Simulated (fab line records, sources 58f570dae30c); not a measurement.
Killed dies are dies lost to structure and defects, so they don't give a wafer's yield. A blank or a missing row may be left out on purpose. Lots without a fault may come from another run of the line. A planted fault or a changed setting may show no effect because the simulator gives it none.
Which tool did it? | flow berkeley_cmos170 | 7 lots, 21 wafers sampled, at 1 step of a route of 331

WHAT THE GAUGES READ, wafer by wafer
UCB170_M1_THK_MEAS_02: measures by xrf.
lot  | measured     | on            | M1_AL_THK (nm)
L692 | day 8 08:26  | film_metro-01 | 601 604 601
L694 | day 9 01:38  | film_metro-04 | 610 606 600
L698 | day 9 06:39  | film_metro-01 | 594 594 589
L700 | day 9 10:14  | film_metro-04 | 588 593 587
L705 | day 10 07:19 | film_metro-04 | 610 608 606
L706 | day 10 16:41 | film_metro-01 | 595 594 590
L710 | day 11 11:35 | film_metro-01 | 609 597 595

WHICH TOOL RAN EACH LOT (tool, then ch and the chambers of the sampled wafers, then the start)
The record holds no process step before these readings.

THE ANSWER, worked out from the rows above alone
Rule: what is usual is taken from the lots themselves. Put in order of their means at a reading, lots are off if they are a third of the lots or fewer, leave a main group of 4 or more, and stand apart from it by a gap of 3 or more times the standard deviation of the main group's means; of several such gaps the widest counts. A main group whose means are all the same, to the digits that the tables above print for the reading, isn't used. A lot without any number at a reading at which 4 lots or more have one is off too. The other lots that the step has rows for count as sound.
No lot is off at any reading shown: from this, nothing can be told.

WHAT THE SIMULATOR HAD PUT IN
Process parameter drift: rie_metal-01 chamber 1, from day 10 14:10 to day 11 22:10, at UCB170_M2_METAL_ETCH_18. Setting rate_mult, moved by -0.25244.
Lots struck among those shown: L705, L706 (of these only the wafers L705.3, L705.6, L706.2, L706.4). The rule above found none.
